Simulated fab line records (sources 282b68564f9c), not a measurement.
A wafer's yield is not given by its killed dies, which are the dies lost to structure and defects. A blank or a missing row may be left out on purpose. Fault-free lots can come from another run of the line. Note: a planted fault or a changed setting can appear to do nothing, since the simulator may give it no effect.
Split-lot experiment | flow rit cmos | on a route of 202 steps: 5 lots, 23 wafers read

== THE SPLIT ==
At RIT_FOX1_OXIDATION_00 (target thk 350.7 nm, ox time 1130 s), the setting ox time s was moved away from the recipe's 1130 s on 20 of the 23 wafers read, by -8.8% to +9.9%. All remaining wafers had this setting at the recipe value.

The reading is taken at the split's own step.

== THE READING ==
SiO2_of_FOX1_OXIDATION_00.thk nm (the simulator's own value, which no gauge read), in nm, at RIT_FOX1_OXIDATION_00 (target thk 350.7 nm, ox time 1130 s). There is no usual value for it anywhere in the file. Average 360.6 nm, standard deviation 2.4 nm, over the 3 wafers here run with the recipe.

wafer  | tool, chamber at the split | ox time s as run, s | against the recipe | SiO2_of_FOX1_OXIDATION_00.thk nm, nm | against lot-mates on the recipe
L078.1 | furnace-01, 0              | 1130                | recipe             | 358.4                                | -
L078.2 | furnace-01, 0              | 1130                | recipe             | 359.5                                | -
L078.5 | furnace-01, 0              | 1130                | recipe             | 363.9                                | -
L079.1 | -, -                       | 1190                | +5.3%              | 351.7                                | no lot-mate on the recipe
L079.2 | -, -                       | 1190                | +5.3%              | 348.9                                | no lot-mate on the recipe
L079.3 | -, -                       | 1190                | +5.3%              | 351.4                                | no lot-mate on the recipe
L079.4 | -, -                       | 1190                | +5.3%              | 355.6                                | no lot-mate on the recipe
L079.5 | -, -                       | 1190                | +5.3%              | 351                                  | no lot-mate on the recipe
L081.1 | -, -                       | 1030                | -8.8%              | 336.3                                | no lot-mate on the recipe
L081.2 | -, -                       | 1030                | -8.8%              | 346                                  | no lot-mate on the recipe
L081.3 | -, -                       | 1030                | -8.8%              | 331.9                                | no lot-mate on the recipe
L081.5 | -, -                       | 1030                | -8.8%              | 328.8                                | no lot-mate on the recipe
L081.6 | -, -                       | 1030                | -8.8%              | 332.8                                | no lot-mate on the recipe
L082.1 | -, -                       | 1067                | -5.6%              | 334.2                                | no lot-mate on the recipe
L082.3 | -, -                       | 1067                | -5.6%              | 333.5                                | no lot-mate on the recipe
L082.4 | -, -                       | 1067                | -5.6%              | 337                                  | no lot-mate on the recipe
L082.5 | -, -                       | 1067                | -5.6%              | 336                                  | no lot-mate on the recipe
L082.6 | -, -                       | 1067                | -5.6%              | 331.9                                | no lot-mate on the recipe
L085.1 | -, -                       | 1242                | +9.9%              | 359.2                                | no lot-mate on the recipe
L085.2 | -, -                       | 1242                | +9.9%              | 367                                  | no lot-mate on the recipe
L085.3 | -, -                       | 1242                | +9.9%              | 371                                  | no lot-mate on the recipe
L085.4 | -, -                       | 1242                | +9.9%              | 362.9                                | no lot-mate on the recipe
L085.6 | -, -                       | 1242                | +9.9%              | 367.7                                | no lot-mate on the recipe

FIT RESULTS
A straight line over all 23 wafers: SiO2_of_FOX1_OXIDATION_00.thk nm changes by +1.62 nm for each +1% of ox time s; r = +0.87; the points scatter about the line by 7 nm.
Too few moved wafers have a lot-mate on the recipe to fit a line with each lot's own level taken away.

== THE FILE'S OWN FIT ==
SiO2_of_FOX1_OXIDATION_00.thk nm changes by +1.62 nm for each +1% of ox time s, r = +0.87.
